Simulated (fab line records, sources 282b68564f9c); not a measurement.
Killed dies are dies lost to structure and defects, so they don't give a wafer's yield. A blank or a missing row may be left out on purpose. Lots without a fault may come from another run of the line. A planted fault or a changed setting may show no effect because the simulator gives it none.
Split-lot experiment | flow rit_cmos | 5 lots, 27 wafers read, on a route of 202 steps

THE SPLIT
At RIT_SPACER_ETCHBACK_05 (etches Si3N4 in SF6/CHF3, stops on SiO2, target depth 250 nm, time 240 s), the setting time_s was moved away from the recipe's 240 s on 6 of the 27 wafers read, by -53.0% to -30.8%. The other wafers ran this setting at the recipe's value.

The reading is taken at the split's own step.

THE READING
oes_product_au, in a.u., at RIT_SPACER_ETCHBACK_05 (etches Si3N4 in SF6/CHF3, stops on SiO2, target depth 250 nm, time 240 s). Fault-free wafers of this fab line usually give 0.841 a.u., standard deviation 0.0086 a.u..

wafer  | tool, chamber at the split | time_s as run, s | against the recipe | oes_product_au, a.u. | against lot-mates on the recipe
L075.1 | rie_diel-03, 0             | 240              | recipe             | 0.836                | -
L075.2 | rie_diel-03, 2             | 112.8            | -53.0%             | 1.008                | +0.173
L075.3 | rie_diel-03, 3             | 240              | recipe             | 0.839                | -
L075.4 | rie_diel-03, 1             | 112.8            | -53.0%             | 1.018                | +0.183
L075.5 | rie_diel-03, 3             | 112.8            | -53.0%             | 1.003                | +0.168
L075.6 | rie_diel-03, 0             | 240              | recipe             | 0.829                | -
L076.1 | rie_diel-04, 1             | 240              | recipe             | 0.845                | -
L076.2 | rie_diel-04, 2             | 240              | recipe             | 0.839                | -
L076.3 | rie_diel-04, 3             | 240              | recipe             | 0.844                | -
L076.4 | rie_diel-04, 0             | 240              | recipe             | 0.840                | -
L076.5 | rie_diel-04, 1             | 240              | recipe             | 0.844                | -
L076.6 | rie_diel-04, 2             | 240              | recipe             | 0.836                | -
L081.1 | rie_diel-03, 2             | 166              | -30.8%             | 1.006                | +0.161
L081.2 | rie_diel-03, 3             | 240              | recipe             | 0.841                | -
L081.3 | rie_diel-03, 0             | 166              | -30.8%             | 1.008                | +0.163
L081.4 | rie_diel-03, 1             | 166              | -30.8%             | 1.016                | +0.171
L081.5 | rie_diel-03, 1             | 240              | recipe             | 0.848                | -
L081.6 | rie_diel-03, 2             | 240              | recipe             | 0.847                | -
L082.1 | rie_diel-04, 1             | 240              | recipe             | 0.831                | -
L082.3 | rie_diel-04, 0             | 240              | recipe             | 0.840                | -
L082.5 | rie_diel-04, 0             | 240              | recipe             | 0.836                | -
L084.1 | rie_diel-03, 0             | 240              | recipe             | 0.831                | -
L084.2 | rie_diel-03, 1             | 240              | recipe             | 0.845                | -
L084.3 | rie_diel-03, 2             | 240              | recipe             | 0.828                | -
L084.4 | rie_diel-03, 3             | 240              | recipe             | 0.837                | -
L084.5 | rie_diel-03, 0             | 240              | recipe             | 0.832                | -
L084.6 | rie_diel-03, 1             | 240              | recipe             | 0.844                | -

THE FIT
A straight line over all 27 wafers: oes_product_au changes by -0.00375 a.u. for each +1% of time_s; r = -0.95; the points scatter about the line by 0.022 a.u..
The same after taking each lot's own level away (the mean of its wafers on the recipe; 27 wafers): -0.00376 a.u. for each +1%; r = -0.97; scatter 0.019 a.u..
On that fit, the largest move of time_s shifts the reading by 0.2 a.u..
The lots' own levels span 0.8347 to 0.8453 a.u., that is 1.2 times the standard deviation above.
So the lot-to-lot level changes the slope little: the two slopes agree.
Check: with one of the wafers moved furthest among these (-53.0%) left out of the fit, the line predicts +0.211 a.u. for it against its lot-mates. It came out at +0.173 a.u. against them.
Tool readings at the split's step, against how far the setting was moved: oes_product_au r = -0.95.

OTHER SPLITS ON THESE WAFERS
These wafers also went through other splits before the reading. Each is held against what the fit with the lots' levels taken away leaves over:
other split on the same wafers       | wafers away from the commonest value | r with oes_product_au (lot level and that fit taken away)
RIT_ACTIVE_CVD_03 time_s             | 12                                   | +0.02
RIT_FOX2_OXIDATION_00 ox_time_s      | 21                                   | -0.46
RIT_PRETRO_DEVELOP_05 develop_time_s | 6                                    | -0.12

THE WHOLE CHAIN: every reading that the file lists as answering this split, in the file's order
step                   | what it does                                                             | reading                                                                           | change (the file's fit)                   | r (the file's)
RIT_SPACER_ETCHBACK_05 | etches Si3N4 in SF6/CHF3, stops on SiO2, target depth 250 nm, time 240 s | oes_product_au                                                                    | -0.00382 a.u. for each +1% of the setting | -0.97
RIT_SPACER_ETCHBACK_05 | etches Si3N4 in SF6/CHF3, stops on SiO2, target depth 250 nm, time 240 s | etch.depth_nm (the simulator's own value, which no gauge read)                    | +1.64 nm for each +1% of the setting      | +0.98
RIT_SPACER_ETCHBACK_05 | etches Si3N4 in SF6/CHF3, stops on SiO2, target depth 250 nm, time 240 s | poly-Si_of_GATE_CVD_08.thk_nm (the simulator's own value, which no gauge read)    | -0.661 nm for each +1% of the setting     | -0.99
RIT_SPACER_ETCHBACK_05 | etches Si3N4 in SF6/CHF3, stops on SiO2, target depth 250 nm, time 240 s | Si3N4_of_SPACER_CVD_03.thk_nm (the simulator's own value, which no gauge read)    | -0.561 nm for each +1% of the setting     | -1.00
RIT_SDANNEAL_CLEAN_00  | cleans in SC1, time 600 s                                                | SiO2_of_FOX2_OXIDATION_00.thk_nm (the simulator's own value, which no gauge read) | -0.463 nm for each +1% of the setting     | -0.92

THE FILE'S OWN FIT
oes_product_au changes by -0.00382 a.u. for each +1% of time_s, r = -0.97.
